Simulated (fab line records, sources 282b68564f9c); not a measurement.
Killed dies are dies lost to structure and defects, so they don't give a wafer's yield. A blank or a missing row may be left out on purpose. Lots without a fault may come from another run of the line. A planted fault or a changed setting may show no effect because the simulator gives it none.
Which tool did it? | flow rit_cmos | 13 lots, 39 wafers sampled, at 2 steps of a route of 202

WHAT THE GAUGES READ, wafer by wafer
The record holds no reading of a measuring or inspecting step that can be judged against a usual standard deviation.

WHICH TOOL RAN EACH LOT (tool, then ch and the chambers of the sampled wafers, then the start)
lot  | RIT_PRETRO_STRIP_09                 | RIT_M1_PROBE_99
L188 | plasma_asher-01 ch 0,1, day 2 09:32 | prober-02, day 3 13:52
L189 | plasma_asher-04 ch 0,1, day 2 17:01 | prober-01, day 4 00:20
L190 | plasma_asher-03 ch 0, day 2 19:37   | prober-02, day 4 03:56
L191 | plasma_asher-01 ch 0,1, day 3 00:32 | prober-01, day 4 07:01
L194 | plasma_asher-01 ch 1, day 3 18:30   | prober-02, day 4 22:23
L199 | plasma_asher-04 ch 0,1, day 4 20:01 | prober-01, day 5 23:28
L202 | plasma_asher-03 ch 0,1, day 5 07:51 | prober-02, day 6 13:47
L203 | plasma_asher-03 ch 0,1, day 5 13:38 | prober-01, day 6 15:50
L204 | plasma_asher-03 ch 0,1, day 5 16:24 | prober-02, day 6 19:02
L206 | plasma_asher-03 ch 0,1, day 6 06:14 | prober-02, day 7 10:16
L209 | plasma_asher-04 ch 0,1, day 6 20:53 | prober-01, day 8 00:26
L210 | plasma_asher-03 ch 0,1, day 7 01:44 | prober-02, day 8 04:49
L211 | plasma_asher-04 ch 0,1, day 7 03:03 | prober-01, day 8 06:13
- RIT_PRETRO_STRIP_09: strips in O2, time 180 s.
- RIT_M1_PROBE_99

WHAT THE TOOLS THEMSELVES READ (means of the sampled wafers that have a number; where no wafer has one, the mark that the record gives instead)
RIT_PRETRO_STRIP_09.
lot  | tool            | drypump_motor_current_A (A) | o2_flow_sccm (sccm) | rf_refl_power_W (W) | run_length_s (s)
L188 | plasma_asher-01 | 5.90                        | 3990                | 5.8                 | 208.8
L189 | plasma_asher-04 | 5.84                        | 4004                | 7.5                 | 208.2
L190 | plasma_asher-03 | 5.93                        | 3988                | 8.7                 | 208.8
L191 | plasma_asher-01 | 5.91                        | 3999                | 5.9                 | 209.0
L194 | plasma_asher-01 | 6.08                        | 4001                | 6.0                 | 208.8
L199 | plasma_asher-04 | 6.07                        | 4000                | 7.6                 | 27.4
L202 | plasma_asher-03 | 6.17                        | 4009                | 6.7                 | 208.4
L203 | plasma_asher-03 | 6.19                        | 3986                | 7.1                 | 208.6
L204 | plasma_asher-03 | 6.05                        | 4000                | 7.7                 | 208.8
L206 | plasma_asher-03 | 6.06                        | 4006                | 7.7                 | 208.9
L209 | plasma_asher-04 | 6.05                        | 3998                | 7.7                 | 208.3
L210 | plasma_asher-03 | 6.19                        | 4005                | 7.0                 | 208.4
L211 | plasma_asher-04 | 5.83                        | 3999                | 7.1                 | 208.5

RIT_M1_PROBE_99.
lot  | tool      | killed_at_contacts | killed_at_front_end | killed_dies | killed_on_rim | killed_open | killed_short
L188 | prober-02 | 0.0                | 8                   | 8           | 2.7           | 4.0         | 3.7
L189 | prober-01 | 0.0                | 7                   | 7           | 1.7           | 2.7         | 3.3
L190 | prober-02 | 0.3                | 7                   | 8           | 1.7           | 4.0         | 3.7
L191 | prober-01 | 0.0                | 10                  | 10          | 3.3           | 5.0         | 4.7
L194 | prober-02 | 0.0                | 11                  | 11          | 2.3           | 6.0         | 4.7
L199 | prober-01 | 0.0                | 264                 | 264         | 70.0          | 2.7         | 3.3
L202 | prober-02 | 0.3                | 8                   | 8           | 1.0           | 3.0         | 5.3
L203 | prober-01 | 0.0                | 5                   | 5           | 1.3           | 3.0         | 2.0
L204 | prober-02 | 0.3                | 10                  | 11          | 3.3           | 4.3         | 6.3
L206 | prober-02 | 0.0                | 10                  | 10          | 2.3           | 5.7         | 4.0
L209 | prober-01 | 0.7                | 9                   | 10          | 2.0           | 3.3         | 6.7
L210 | prober-02 | 0.0                | 5                   | 5           | 2.0           | 2.3         | 3.0
L211 | prober-01 | 0.0                | 5                   | 5           | 2.0           | 3.0         | 2.0

THE ANSWER, worked out from the rows above alone
Rule: what is usual is taken from the lots themselves. Put in order of their means at a reading, lots are off if they are a third of the lots or fewer, leave a main group of 4 or more, and stand apart from it by a gap of 3 or more times the standard deviation of the main group's means; of several such gaps the widest counts. A main group whose means are all the same, to the digits that the tables above print for the reading, isn't used. A lot without any number at a reading at which 4 lots or more have one is off too. The other lots that the step has rows for count as sound. The gauges are gone through in route order, then the tools' own readings, and for those a lot's mean is taken as printed above. The first step at which some lot is off is used, and at that step the reading that is off furthest; a lot without a number counts as furthest.
Off: L199, at RIT_PRETRO_STRIP_09 (run_length_s). The main group: mean 208.6 s, standard deviation 0.25.
A tool fits if, at that step or a process step before it, it ran every lot that is off, and no sound lot after the first of them. None of those tried fits.

WHAT THE SIMULATOR HAD PUT IN
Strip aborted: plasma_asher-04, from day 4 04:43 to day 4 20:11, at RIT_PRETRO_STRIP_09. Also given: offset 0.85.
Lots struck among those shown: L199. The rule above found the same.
